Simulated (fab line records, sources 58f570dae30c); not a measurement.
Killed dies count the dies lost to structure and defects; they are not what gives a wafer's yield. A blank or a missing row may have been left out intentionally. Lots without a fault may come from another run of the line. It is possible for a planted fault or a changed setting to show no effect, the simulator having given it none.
Split-lot study | flow berkeley cmos170 | 5 lots, 23 wafers read, on a route of 331 steps

THE SPLIT ITSELF
At UCB170_PVT_IMPLANT_07, the setting dose cm2 was moved away from the recipe's 2e+12 on 7 of the 23 wafers read, by -3.5% to +6.5%. This setting was run at the recipe's value on the other wafers.

FROM THE SPLIT ON TO THE READING: in between, the file shows 1 step
- UCB170_PVT_STRIP_08: strips in O2 (also split here: overash fraction)

THE READING
PVT_TW, at UCB170_PVT_TW_MEAS_09. Typical for fault-free wafers on this fab line: 509, with standard deviation 4.

wafer  | tool, chamber at the split | dose cm2 as run | against the recipe | PVT_TW | against lot-mates on the recipe
L075.1 | implanter-02, 0            | 2e+12           | recipe             | 507    | -
L075.2 | implanter-02, 0            | 2e+12           | recipe             | 508    | -
L075.3 | implanter-02, 0            | 1.929e+12       | -3.5%              | 500    | -8
L075.4 | implanter-02, 0            | 1.929e+12       | -3.5%              | 504    | -4
L075.5 | implanter-02, 0            | 2e+12           | recipe             | 508    | -
L077.1 | implanter-03, 0            | 2e+12           | recipe             | 514    | -
L077.2 | implanter-03, 0            | 2e+12           | recipe             | 512    | -
L077.3 | implanter-03, 0            | 2e+12           | recipe             | 513    | -
L077.5 | implanter-03, 0            | 2e+12           | recipe             | 514    | -
L077.6 | implanter-03, 0            | 2e+12           | recipe             | 513    | -
L076.1 | implanter-01, 0            | 2e+12           | recipe             | 505    | -
L076.4 | implanter-01, 0            | 2e+12           | recipe             | 503    | -
L076.6 | implanter-01, 0            | 2e+12           | recipe             | 502    | -
L081.1 | implanter-03, 0            | 2.049e+12       | +2.4%              | 515    | +4
L081.2 | implanter-03, 0            | 2.049e+12       | +2.4%              | 515    | +4
L081.3 | implanter-03, 0            | 2e+12           | recipe             | 510    | -
L081.4 | implanter-03, 0            | 2.049e+12       | +2.4%              | 513    | +2
L081.5 | implanter-03, 0            | 2e+12           | recipe             | 512    | -
L083.1 | implanter-03, 0            | 2e+12           | recipe             | 504    | -
L083.2 | implanter-03, 0            | 2e+12           | recipe             | 503    | -
L083.4 | implanter-03, 0            | 2e+12           | recipe             | 504    | -
L083.5 | implanter-03, 0            | 2.129e+12       | +6.5%              | 514    | +10
L083.6 | implanter-03, 0            | 2.129e+12       | +6.5%              | 511    | +7

THE FIT
A straight line over all 23 wafers: PVT_TW changes by +1.14 for each +1% of dose cm2; r = +0.55; the points scatter about the line by 4.1.
The same after taking each lot's own level away (the mean of its wafers on the recipe; 23 wafers): +1.42 for each +1%; r = +0.95; scatter 1.1.
Per that fit: largest dose cm2 move, reading shift of 9.2.
The span of the lots' own levels, 503.3 to 513.2, comes to 2.5 times the standard deviation stated above.
So the lot-to-lot level blurs the effect unless lot-mates are compared.
Check: +8.45 against its lot-mates is what the line predicts for one of the wafers moved furthest among these (+6.5%) when that wafer is left out of the fit. It came out at +10.3 against them.

ADDITIONAL SPLITS CARRIED BY THESE WAFERS
Other splits were also applied to these wafers ahead of the reading. Each is held against what the fit with the lots' levels taken away leaves over:
other split on the same wafers       | wafers away from the commonest value | r with PVT_TW (lot level and that fit taken away)
UCB170_START_OXIDATION_02 ox time s  | 15                                   | +0.06
UCB170_ZERO_STRIP_07 o2 flow sccm    | 8                                    | -0.03
UCB170_PWELL_COAT_08 resist thk nm   | 11                                   | +0.30
UCB170_PWELL_EXPOSE_10 dose mj       | 5                                    | +0.19
UCB170_WELLDRIVE_OXIDATION_01 temp c | 15                                   | -0.07
UCB170_ACTIVE_COAT_08 spin rpm       | 11                                   | -0.33
UCB170_ACTIVE_STRIP_16 power w       | 7                                    | +0.08
UCB170_PFIELD_IMPLANT_07 dose cm2    | 9                                    | +0.34
UCB170_NVT_IMPLANT_07 dose cm2       | 10                                   | -0.35
UCB170_PVT_STRIP_08 overash fraction | 3                                    | -0.01

THE FILE'S OWN FIT
PVT_TW changes by +1.42 for each +1% of dose cm2, r = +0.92.
